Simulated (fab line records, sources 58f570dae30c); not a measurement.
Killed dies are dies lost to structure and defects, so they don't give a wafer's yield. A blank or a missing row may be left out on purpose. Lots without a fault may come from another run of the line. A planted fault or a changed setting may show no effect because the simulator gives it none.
fab line records | flow berkeley_cmos170
record lots=5 wafers=27
route steps=331 shown ZERO@12 ACTIVE@75 SPACER@171 CONTACT@217 M1@250 M3@331
start_h: hours from the record's first day to the start of the lot's first wafer shown | wait_h: hours since the lot's step before | " the same as in the row above | L1.1+2: a row that stands for several wafers | - no value, or no start given | * or withheld: withheld | < > ~ a bound
route shown NAME@n: a module of which the file shows steps, and the number in the route of the first | usual: mean/standard deviation of fault-free wafers | same: alike in all rows | chamber/n: place in a boat | sites: the reading at each site | _std_site: their standard deviation | _edge_site: outer sites' mean less inner sites' | radius_mm: how far each site lies from the wafer's centre | mask NAME#n: copy n | behind: the tool/chamber that last shaped the wafer | hold: why the lot was held/for how many hours/how that ended | device: the transistor (n, p or np) that didn't switch | end of line: the same wafers' tests at the end of the route | a step without rows: its recipe alone | killed: dies lost to structure and defects at the first sort, not the wafer's yield | map: a wafer's dies, x killed, . not, _ none there
set.NAME: the setting as run; set.NAME@STEP: as run at that earlier step | model.NAME: the simulator's own value behind a step, which no gauge read
lots whose settings were changed on purpose; a table a step, a row a wafer
## steps
# step UCB170_ZERO_ETCH_06
# recipe chemistry=CHF3/CF4/Ar target=SiO2 time_s=12 pressure_mtorr=100 rf_w=500 CHF3_flow_sccm=50 cf4_flow_sccm=10 Ar_flow_sccm=120 over_etch_frac=1.58
# usual oes_product_au=0.617/0.0089
# columns lot.wafer tool chamber start_h wait_h set.target_depth_a oes_product_au
L076.1 rie_diel-03 0 27.98 - 516 0.609
L076.2 " 3 " " 516 0.604
L076.3 " 2 " " 516 0.631
L076.4 " 2 " " 516 0.624
L076.5 " 3 " " 516 0.614
L076.6 " 0 " " 516 0.601
L079.2 rie_diel-04 2 44.59 - 516 0.620
L079.3 " 1 " " 516 0.608
L079.6 " 1 " " 516 0.607
L080.1 rie_diel-03 0 48.12 - 739.6 0.537
L080.2 " 1 " " 739.6 0.552
L080.3 " 3 " " 516 0.610
L080.4 " 2 " " 516 0.636
L080.5 " 3 " " 739.6 0.536
L080.6 " 2 " " 516 0.627
L084.1 rie_diel-04 0 69.47 - 516 0.622
L084.2 " 3 " " 516 0.613
L084.3 " 2 " " 429.6 0.675
L084.4 " 3 " " 429.6 0.678
L084.5 " 2 " " 516 0.628
L084.6 " 0 " " 429.6 0.661
L085.1 rie_diel-02 1 75.58 - 516 0.625
L085.2 " 0 " " 223.1 0.937
L085.3 " 3 " " 516 0.628
L085.4 " 2 " " 223.1 0.923
L085.5 " 1 " " 223.1 0.933
L085.6 " 2 " " 516 0.607
# step UCB170_ACTIVE_ETCH_15
# recipe chemistry=CH3F/Ar/O2 target=Si3N4 stop_on=SiO2 CH3F_flow_sccm=20 Ar_flow_sccm=50 O2_flow_sccm=7 pressure_mtorr=50 rf_w=450 target_depth_a=2420 over_etch_frac=0.1 time_s=151
# columns lot.wafer tool chamber start_h wait_h set.target_depth_a model.KrF_of_ACTIVE_COAT_08.thk_nm
L076.1 rie_diel-01 1 79.01 0.0 2975 687.2
L076.2 " 2 " " 2420 731.6
L076.3 " 0 " " 2975 694.4
L076.4 " 3 " " 2975 678.4
L076.5 " 2 " " 2420 729.9
L076.6 " 3 " " 2420 718.8
L080.1 rie_diel-01 2 117.02 0.0 2420 723.1
L080.2 " 1 " " 2420 722.8
L080.3 " 0 " " 2420 725.2
L080.4 " 0 " " 2420 730.6
L080.5 " 2 " " 2420 724.6
L080.6 " 1 " " 2420 725.1
L079.2 rie_diel-02 2 117.25 0.0 2420 726.6
L079.3 " 3 " " 2420 729.5
L079.6 " 1 " " 2420 719.3
L084.1 rie_diel-02 2 134.03 0.0 1084 817.3
L084.2 " 3 " " 2420 727.4
L084.3 " 0 " " 2420 723
L084.4 " 1 " " 1084 812.9
L084.5 " 1 " " 1084 814.5
L084.6 " 2 " " 2420 724.2
L085.1 rie_diel-02 1 148.09 0.0 2420 716.1
L085.2 " 0 " " 2420 720.2
L085.3 " 2 " " 2420 722.8
L085.4 " 3 " " 2420 727.3
L085.5 " 3 " " 2420 728.7
L085.6 " 2 " " 2420 721.7
# step UCB170_ACTIVE_STRIP_16
# recipe chemistry=O2 power_w=400 pressure_mtorr=3500 platen_temp_c=withheld o2_flow_sccm=400 overash_fraction=0.5
# usual strip_time_to_endpoint_s=18.08/0.11
# columns lot.wafer tool chamber start_h wait_h set.target_depth_a@ACTIVE_ETCH_15 strip_time_to_endpoint_s
L076.1 plasma_asher-04 0 79.11 0.1 2975 17.19
L076.2 " 1 " " 2420 18.25
L076.3 " 0 " " 2975 17.38
L076.4 " 1 " " 2975 16.99
L076.5 " 1 " " 2420 18.22
L076.6 " 0 " " 2420 17.95
L080.1 plasma_asher-02 0 117.12 0.1 2420 18.06
L080.2 " 1 " " 2420 18.06
L080.3 " 1 " " 2420 18.12
L080.4 " 0 " " 2420 18.22
L080.5 " 0 " " 2420 18.10
L080.6 " 1 " " 2420 18.09
L079.2 plasma_asher-02 0 117.35 0.1 2420 18.14
L079.3 " 0 " " 2420 18.20
L079.6 " 1 " " 2420 17.97
L084.1 plasma_asher-04 1 134.13 0.1 1084 20.30
L084.2 " 0 " " 2420 18.17
L084.3 " 1 " " 2420 18.06
L084.4 " 0 " " 1084 20.21
L084.5 " 0 " " 1084 20.25
L084.6 " 1 " " 2420 18.06
L085.1 plasma_asher-01 1 148.19 0.1 2420 17.88
L085.2 " 0 " " 2420 17.98
L085.3 " 1 " " 2420 18.05
L085.4 " 0 " " 2420 18.15
L085.5 " 1 " " 2420 18.19
L085.6 " 0 " " 2420 18.02
# step UCB170_SPACER_CVD_00
# recipe material=SiO2 target_thk_nm=376 temp_c=390 precursor=TEOS/O2 time_s=47 rf_w=550 pressure_mtorr=9000
# columns lot.wafer tool chamber start_h wait_h set.time_s model.SiO2_of_SPACER_CVD_00.thk_nm
L076.1 pecvd-04 0 135.79 0.0 47 375.1
L076.2 " 1 " " 59.64 471.9
L076.3 " 2 " " 47 376
L076.4 " 1 " " 59.64 481.1
L076.5 " 0 " " 47 386.1
L076.6 " 2 " " 59.64 478.4
L079.2 pecvd-01 2 171.10 0.0 47 371.8
L079.3 " 0 " " 47 367.9
L079.6 " 0 " " 47 372.7
L080.1 pecvd-01 2 172.79 0.0 31.4 242.7
L080.2 " 1 " " 47 366.5
L080.3 " 0 " " 47 362.3
L080.4 " 2 " " 31.4 248.6
L080.5 " 0 " " 47 369.9
L080.6 " 1 " " 31.4 248.4
L084.1 pecvd-01 1 181.00 0.0 47 365
L084.2 " 2 " " 47 363.5
L084.3 " 0 " " 47 358.5
L084.4 " 2 " " 47 376.9
L084.5 " 1 " " 47 369.1
L084.6 " 0 " " 47 367.3
L085.1 pecvd-02 1 194.01 0.0 37.81 310.3
L085.2 " 2 " " 47 378
L085.3 " 0 " " 37.81 302.8
L085.4 " 1 " " 37.81 319.9
L085.5 " 0 " " 47 379.2
L085.6 " 2 " " 47 379
# step UCB170_SPACER_THK_MEAS_01
# recipe reads=SiO2_of_SPACER_CVD_00
# usual SPACER_TEOS_THK=373/6.5
# columns lot.wafer tool chamber start_h wait_h set.time_s@SPACER_CVD_00 SPACER_TEOS_THK[nm]
L076.1 film_metro-04 - 135.83 0.0 47 376
L076.2 " - " " 59.64 472
L076.3 " - " " 47 376
L076.4 " - " " 59.64 481
L076.5 " - " " 47 386
L076.6 " - " " 59.64 479
L079.2 film_metro-02 - 171.15 0.0 47 372
L079.3 " - " " 47 368
L079.6 " - " " 47 373
L080.1 film_metro-02 - 172.87 0.1 31.4 243
L080.2 " - " " 47 366
L080.3 " - " " 47 362
L080.4 " - " " 31.4 249
L080.5 " - " " 47 370
L080.6 " - " " 31.4 248
L084.1 film_metro-03 - 181.04 0.0 47 365
L084.2 " - " " 47 364
L084.3 " - " " 47 359
L084.4 " - " " 47 377
L084.5 " - " " 47 369
L084.6 " - " " 47 368
L085.1 film_metro-03 - 194.05 0.0 37.81 310
L085.2 " - " " 47 378
L085.3 " - " " 37.81 303
L085.4 " - " " 37.81 320
L085.5 " - " " 47 379
L085.6 " - " " 47 379
# step UCB170_SPACER_ANNEAL_02
# recipe temp_c=900 time_s=1800 ambient=N2
# step UCB170_SPACER_ETCHBACK_03
# recipe stop_on=Si target=SiO2 chemistry=CHF3/CF4/Ar CHF3_flow_sccm=50 cf4_flow_sccm=10 Ar_flow_sccm=120 pressure_mtorr=200 rf_w=500 target_depth_a=3760 time_s=100
# usual oes_product_au=0.896/0.016
# columns lot.wafer tool chamber start_h wait_h set.time_s@SPACER_CVD_00 oes_product_au model.etch.depth_nm
L076.1 rie_diel-03 0 139.89 0.0 47 0.882 375.1
L076.2 " 3 " " 59.64 0.971 422.9
L076.3 " 2 " " 47 0.930 376
L076.4 " 1 " " 59.64 1.011 431.4
L076.5 " 2 " " 47 0.939 386.1
L076.6 " 3 " " 59.64 0.977 425.2
L079.2 rie_diel-03 3 174.31 0.0 47 0.880 371.8
L079.3 " 0 " " 47 0.871 367.9
L079.6 " 1 " " 47 0.910 372.7
L080.1 rie_diel-01 1 175.81 0.0 31.4 0.660 242.7
L080.2 " 0 " " 47 0.896 366.5
L080.3 " 2 " " 47 0.883 362.3
L080.4 " 3 " " 31.4 0.670 248.6
L080.5 " 3 " " 47 0.886 369.9
L080.6 " 0 " " 31.4 0.678 248.4
L084.1 rie_diel-03 0 186.56 0.0 47 0.877 365
L084.2 " 3 " " 47 0.869 363.5
L084.3 " 2 " " 47 0.892 358.5
L084.4 " 1 " " 47 0.905 376.9
L084.5 " 3 " " 47 0.874 369.1
L084.6 " 2 " " 47 0.903 367.3
L085.1 rie_diel-03 1 197.27 0.0 37.81 0.791 310.3
L085.2 " 2 " " 47 0.936 378
L085.3 " 3 " " 37.81 0.761 302.8
L085.4 " 0 " " 37.81 0.783 319.9
L085.5 " 0 " " 47 0.886 379.2
L085.6 " 1 " " 47 0.914 379
# step UCB170_CONTACT_CVD_01
# recipe material=PSG target_thk_nm=700 temp_c=450 precursor=SiH4/O2/PH3 time_s=2820 pressure_mtorr=300 sih4_flow_sccm=60 o2_flow_sccm=90 ph3_flow_sccm=25
# columns lot.wafer tool chamber start_h wait_h set.time_s model.PSG_of_CONTACT_CVD_01.thk_nm
L076.1 - - - 0.4 2820 705.6
L076.2 " - " " 2820 703.3
L076.3 " - " " 2820 705.4
L076.4 " - " " 2820 704.6
L076.5 " - " " 2820 699.4
L076.6 " - " " 2820 700.8
L079.2 lpcvd-01 1 181.23 0.6 2820 710.4
L079.3 " 1 " " 2820 709.9
L079.6 " 1 " " 2820 707.8
L080.1 - - - 0.2 2820 699.1
L080.2 " - " " 2820 700.7
L080.3 " - " " 2820 702.8
L080.4 " - " " 2820 700.6
L080.5 " - " " 2820 703.7
L080.6 " - " " 2820 707.2
L084.1+5 - - - 0.6 1564 397.2
L084.2 " - " " 1564 396
L084.3 " - " " 1564 391.7
L084.4 " - " " 1564 396.6
L084.6 " - " " 1564 395.6
L085.1 - - - 2.2 2820 692.4
L085.2 " - " " 2820 692.3
L085.3 " - " " 2820 693.6
L085.4 " - " " 2820 695.2
L085.5 " - " " 2820 695.9
L085.6 " - " " 2820 689.8
# step UCB170_CONTACT_THK_MEAS_02
# recipe reads=PSG_of_CONTACT_CVD_01
# usual CONTACT_PSG_THK=704/5.6
# columns lot.wafer tool chamber start_h wait_h set.time_s@CONTACT_CVD_01 CONTACT_PSG_THK[nm]
L076.1 film_metro-03 - - - 2820 706
L076.2 " - " " 2820 703
L076.3 " - " " 2820 705
L076.4 " - " " 2820 705
L076.5 " - " " 2820 699
L076.6 " - " " 2820 701
L079.2 film_metro-01 - 183.02 0.0 2820 710
L079.3 " - " " 2820 710
L079.6 " - " " 2820 708
L080.1 film_metro-03 - - - 2820 699
L080.2 " - " " 2820 701
L080.3 " - " " 2820 702
L080.4 " - " " 2820 700
L080.5 " - " " 2820 704
L080.6 " - " " 2820 707
L084.1 film_metro-03 - - - 1564 397
L084.2 " - " " 1564 396
L084.3 " - " " 1564 392
L084.4 " - " " 1564 396
L084.5 " - " " 1564 397
L084.6 " - " " 1564 396
L085.1 film_metro-03 - - - 2820 692
L085.2 " - " " 2820 692
L085.3 " - " " 2820 693
L085.4 " - " " 2820 695
L085.5 " - " " 2820 697
L085.6 " - " " 2820 690
# step UCB170_CONTACT_HMDS_03
# recipe prime_time_s=60 prime_temp_c=100
# step UCB170_CONTACT_COAT_04
# recipe resist=KrF spin_rpm=1500 resist_thk_nm=900
# step UCB170_CONTACT_ETCH_17
# recipe chemistry=N2/H2 target_depth_a=withheld overetch_a=withheld target=BARC time_s=withheld source_w=500 bias_w=100 pressure_mtorr=30 n2_flow_sccm=100 h2_flow_sccm=200
# step UCB170_CONTACT_ETCH_18
# recipe chemistry=CHF3/CF4/Ar target=PSG stop_on=TiSi2 CHF3_flow_sccm=45 cf4_flow_sccm=15 Ar_flow_sccm=150 pressure_mtorr=200 rf_w=700 target_depth_a=8400 over_etch_frac=0.2 time_s=195
# usual oes_product_au=0.896/0.0099
# columns lot.wafer tool chamber start_h wait_h set.time_s@CONTACT_CVD_01 oes_product_au model.etch.depth_nm model.CONTACT.feature_depth_nm
L076.1 rie_diel-04 3 - - 2820 0.896 705.6 705.6
L076.2 " 0 " " 2820 0.892 703.3 703.3
L076.3 " 2 " " 2820 0.909 705.4 705.4
L076.4 " 1 " " 2820 0.881 704.6 704.6
L076.5 " 1 " " 2820 0.881 699.4 699.4
L076.6 " 0 " " 2820 0.890 700.8 700.8
L079.2 rie_diel-01 3 - - 2820 0.896 710.4 710.4
L079.3 " 0 " " 2820 0.915 709.9 709.9
L079.6 " 0 " " 2820 0.908 707.8 707.8
L080.1 rie_diel-04 3 - - 2820 0.904 699.1 699.1
L080.2 " 2 " " 2820 0.905 700.7 700.7
L080.3 " 0 " " 2820 0.893 702.8 702.8
L080.4 " 1 " " 2820 0.880 700.6 700.6
L080.5 " 0 " " 2820 0.898 703.7 703.7
L080.6 " 1 " " 2820 0.886 707.2 707.2
L084.1 rie_diel-01 3 - - 1564 0.675 397.2 397.2
L084.2 " 0 " " 1564 0.677 396 396
L084.3 " 2 " " 1564 0.676 391.7 391.7
L084.4 " 2 " " 1564 0.681 396.6 396.6
L084.5 " 0 " " 1564 0.681 397.2 397.2
L084.6 " 3 " " 1564 0.663 395.6 395.6
L085.1 rie_diel-01 3 - - 2820 0.872 692.4 692.4
L085.2 " 2 " " 2820 0.896 692.3 692.3
L085.3 " 0 " " 2820 0.900 693.6 693.6
L085.4 " 0 " " 2820 0.896 695.2 695.2
L085.5 " 2 " " 2820 0.905 695.9 695.9
L085.6 " 3 " " 2820 0.882 689.8 689.8
# step UCB170_M1_METAL_ETCH_12
# recipe chemistry=Cl2/BCl3 target=Al stop_on=PSG pressure_mtorr=12 target_depth_a=7800 over_etch_frac=0.3 time_s=130 icp_w=600 bias_w=120 Cl2_flow_sccm=90 bcl3_flow_sccm=45
# columns lot.wafer tool chamber start_h wait_h set.time_s set.time_s@CONTACT_CVD_01 model.PSG_of_CONTACT_CVD_01.thk_nm model.M1.feature_depth_nm model.etch.depth_nm
L076.1 rie_metal-01 1 157.16 - 187.3 2820 645 652.4 591.8
L076.2 " 0 " " 130 2820 664.7 638.9 600.4
L076.3 " 1 " " 130 2820 666.1 643.7 604.4
L076.4 " 0 " " 187.3 2820 645.9 647.9 589.1
L076.5 " 1 " " 130 2820 660.1 624 584.6
L076.6 " 0 " " 187.3 2820 642.1 649.8 591.1
L079.2 rie_metal-02 1 187.50 - 130 2820 671.1 652.5 613.2
L079.3 " 0 " " 130 2820 671.8 638.7 600.5
L079.6 " 1 " " 130 2820 668.6 636.6 597.4
L080.1 rie_metal-01 1 188.31 - 130 2820 659.8 635.2 595.9
L080.2 " 1 " " 130 2820 661.4 625.3 586
L080.3 " 1 " " 165.8 2820 650.3 657.3 604.7
L080.4 " 1 " " 130 2820 661 632.2 592.6
L080.5 " 1 " " 165.8 2820 651.1 659.5 606.9
L080.6 " 1 " " 165.8 2820 654.7 651.7 599.2
L084.1 rie_metal-01 0 201.84 - 130 1564 358.9 638.7 600.4
L084.2 " 1 " " 130 1564 356.6 651.5 612.1
L084.3 " 0 " " 56.2 1564 375.3 336.2 336.2
L084.4 " 1 " " 56.2 1564 379.7 351.6 351.6
L084.5 " 1 " " 56.2 1564 380.3 351 351
L084.6 " 0 " " 130 1564 357.3 639.1 600.7
L085.1 rie_metal-04 0 214.18 - 130 2820 656.7 641.2 605.5
L085.2 " 0 " " 130 2820 656.6 632.1 596.5
L085.3 " 0 " " 130 2820 657.8 642.6 606.8
L085.4 " 0 " " 130 2820 659.7 645.5 610.1
L085.5 " 0 " " 130 2820 660 647 611.2
L085.6 " 0 " " 130 2820 654.3 642.2 606.7
# step UCB170_M1_STRIP_13
# recipe chemistry=O2 power_w=400 pressure_mtorr=3500 platen_temp_c=withheld o2_flow_sccm=400 overash_fraction=0.5
# usual oes_product_au=0.719/0.0044
# columns lot.wafer tool chamber start_h wait_h set.time_s@M1_METAL_ETCH_12 oes_product_au
L076.1 plasma_asher-02 0 157.29 0.1 187.3 0.537
L076.2 " 1 " " 130 0.719
L076.3 " 1 " " 130 0.720
L076.4 " 0 " " 187.3 0.556
L076.5 " 0 " " 130 0.721
L076.6 " 1 " " 187.3 0.563
L079.2 plasma_asher-03 0 187.63 0.1 130 0.717
L079.3 " 1 " " 130 0.713
L079.6 " 1 " " 130 0.714
L080.1 plasma_asher-03 1 188.58 0.2 130 0.715
L080.2 " 0 " " 130 0.713
L080.3 " 0 " " 165.8 0.611
L080.4 " 1 " " 130 0.720
L080.5 " 0 " " 165.8 0.613
L080.6 " 1 " " 165.8 0.622
L084.1 plasma_asher-03 1 201.98 0.1 130 0.722
L084.2 " 0 " " 130 0.719
L084.3 " 1 " " 56.2 0.722
L084.4 " 0 " " 56.2 0.735
L084.5 " 0 " " 56.2 0.726
L084.6 " 1 " " 130 0.720
L085.1 plasma_asher-03 0 214.45 0.2 130 0.719
L085.2 " 1 " " 130 0.715
L085.3 " 0 " " 130 0.718
L085.4 " 1 " " 130 0.714
L085.5 " 1 " " 130 0.722
L085.6 " 0 " " 130 0.719
# step UCB170_M1_CD_MEAS_90
# recipe target_cd_nm=700
# usual cd_nm=699.8/2.3
# columns lot.wafer tool chamber start_h wait_h set.time_s@M1_METAL_ETCH_12 cd_nm
L076.1 cd_sem-01 - 157.39 0.1 187.3 685.3
L076.2 " - " " 130 701.0
L076.3 " - " " 130 696.6
L076.4 " - " " 187.3 686.3
L076.5 " - " " 130 698.9
L076.6 " - " " 187.3 687.7
L079.2 cd_sem-02 - 187.75 0.1 130 701.4
L079.3 " - " " 130 696.5
L079.6 " - " " 130 700.5
L080.1 cd_sem-02 - 188.68 0.1 130 701.5
L080.2 " - " " 130 700.2
L080.3 " - " " 165.8 689.8
L080.4 " - " " 130 699.3
L080.5 " - " " 165.8 692.7
L080.6 " - " " 165.8 690.2
L084.1 cd_sem-02 - 202.08 0.1 130 697.6
L084.2 " - " " 130 702.8
L084.3 " - " " 56.2 715.6
L084.4 " - " " 56.2 720.6
L084.5 " - " " 56.2 719.4
L084.6 " - " " 130 697.1
L085.1 cd_sem-01 - 214.55 0.1 130 698.6
L085.2 " - " " 130 699.9
L085.3 " - " " 130 700.5
L085.4 " - " " 130 699.1
L085.5 " - " " 130 699.0
L085.6 " - " " 130 699.6
# step UCB170_M3_PROBE_99
# columns lot.wafer tool chamber start_h wait_h set.time_s@SPACER_CVD_00 model.etest.nldd.line_ohm_um model.etest.nldd.rs_ohm_sq model.etest.pmos_0p6.r_on_ohm_um
L076.1 prober-01 - 170.84 0.1 47 1281 775.3 8716
L076.2 prober-01 - 170.89 0.1 59.64 1259 767.3 8939
L076.3 prober-01 - 170.94 0.2 47 1275 774.2 8639
L076.4 prober-01 - 170.99 0.2 59.64 1269 772.3 9092
L076.5 prober-01 - 171.04 0.2 47 1270 773.7 8636
L076.6 prober-01 - 171.09 0.2 59.64 1251 769.4 9009
L079.2 prober-01 - 204.27 0.1 47 1299 781.3 8533
L079.3 prober-01 - 204.32 0.2 47 1326 774 8116
L079.6 prober-01 - 204.47 0.2 47 1336 776 8532
L080.1 prober-02 - 204.29 0.1 31.4 71.78 42.95 -
L080.2 prober-02 - 204.34 0.1 47 1258 773.9 8366
L080.3 prober-02 - 204.39 0.2 47 1267 761.7 8278
L080.4 prober-02 - 204.44 0.2 31.4 72.29 44.83 -
L080.5 prober-02 - 204.49 0.2 47 1240 765 7896
L080.6 prober-02 - 204.54 0.2 31.4 101 60.42 5634
L084.1+3+4+5 prober-02 - 217.49 0.1 47 - - -
L084.2 prober-02 - 217.54 0.1 47 1241 778.7 8169
L084.6 prober-02 - 217.74 0.2 47 1265 779 8343
L085.1 prober-02 - 231.85 0.1 37.81 851.2 523.7 6266
L085.2 prober-02 - 231.90 0.1 47 1287 777.5 8313
L085.3 prober-02 - 231.95 0.2 37.81 1162 695 6408
L085.4 prober-02 - 232.00 0.2 37.81 928.3 561.4 6251
L085.5 prober-02 - 232.05 0.2 47 1308 777.4 8384
L085.6 prober-02 - 232.10 0.2 47 1274 772 8370
# killed by level:class
L079.2 SPACER:geometric_particle:short=1 PWELL:area_etch=1
L079.3 SACOX:geometric_particle:open=1 SILICIDE:geometric_particle:open=1
L079.6 V2:geometric_particle:short=1
## key
split step=UCB170_ZERO_ETCH_06 setting=target_depth_a stated=516 by=wafer
response step=UCB170_ZERO_ETCH_06 reading=oes_product_au change=-0.00411 per=1% r=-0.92
split step=UCB170_ACTIVE_ETCH_15 setting=target_depth_a stated=2420 by=wafer
response step=UCB170_ACTIVE_ETCH_15 reading=model.KrF_of_ACTIVE_COAT_08.thk_nm change=-1.65 per=1% r=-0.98
response step=UCB170_ACTIVE_STRIP_16 reading=strip_time_to_endpoint_s change=* per=1% r=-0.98
split step=UCB170_SPACER_CVD_00 setting=time_s stated=47 by=wafer
response step=UCB170_SPACER_CVD_00 reading=model.SiO2_of_SPACER_CVD_00.thk_nm change=+3.59 per=1% r=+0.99
response step=UCB170_SPACER_THK_MEAS_01 reading=SPACER_TEOS_THK change=+3.59 per=1% r=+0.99
response step=UCB170_SPACER_ETCHBACK_03 reading=oes_product_au change=+0.00533 per=1% r=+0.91
response step=UCB170_SPACER_ETCHBACK_03 reading=model.etch.depth_nm change=+2.98 per=1% r=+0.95
response step=UCB170_M3_PROBE_99 reading=model.etest.pmos_0p6.r_on_ohm_um shape=bent at_lowest=5634 at_stated=8378 at_highest=9014
response step=UCB170_M3_PROBE_99 reading=model.etest.nldd.line_ohm_um shape=bent at_lowest=81.71 at_stated=1280 at_highest=1260
response step=UCB170_M3_PROBE_99 reading=model.etest.nldd.rs_ohm_sq shape=bent at_lowest=49.4 at_stated=774.3 at_highest=769.7
split step=UCB170_CONTACT_CVD_01 setting=time_s stated=2820 by=lot
response step=UCB170_CONTACT_CVD_01 reading=model.PSG_of_CONTACT_CVD_01.thk_nm change=+6.85 per=1% r=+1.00
response step=UCB170_CONTACT_THK_MEAS_02 reading=CONTACT_PSG_THK change=+6.85 per=1% r=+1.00
response step=UCB170_CONTACT_ETCH_18 reading=oes_product_au change=+0.00492 per=1% r=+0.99
response step=UCB170_CONTACT_ETCH_18 reading=model.etch.depth_nm change=+6.85 per=1% r=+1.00
response step=UCB170_CONTACT_ETCH_18 reading=model.CONTACT.feature_depth_nm change=+6.85 per=1% r=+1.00
response step=UCB170_M1_METAL_ETCH_12 reading=model.PSG_of_CONTACT_CVD_01.thk_nm change=+6.51 per=1% r=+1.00
split step=UCB170_M1_METAL_ETCH_12 setting=time_s stated=130 by=wafer
response step=UCB170_M1_METAL_ETCH_12 reading=model.M1.feature_depth_nm shape=bent at_lowest=346.3 at_stated=639.3 at_highest=650
response step=UCB170_M1_METAL_ETCH_12 reading=model.etch.depth_nm shape=bent at_lowest=346.3 at_stated=601.4 at_highest=590.7
response step=UCB170_M1_STRIP_13 reading=oes_product_au shape=bent at_lowest=0.728 at_stated=0.718 at_highest=0.552
response step=UCB170_M1_CD_MEAS_90 reading=cd_nm change=-0.322 per=1% r=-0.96
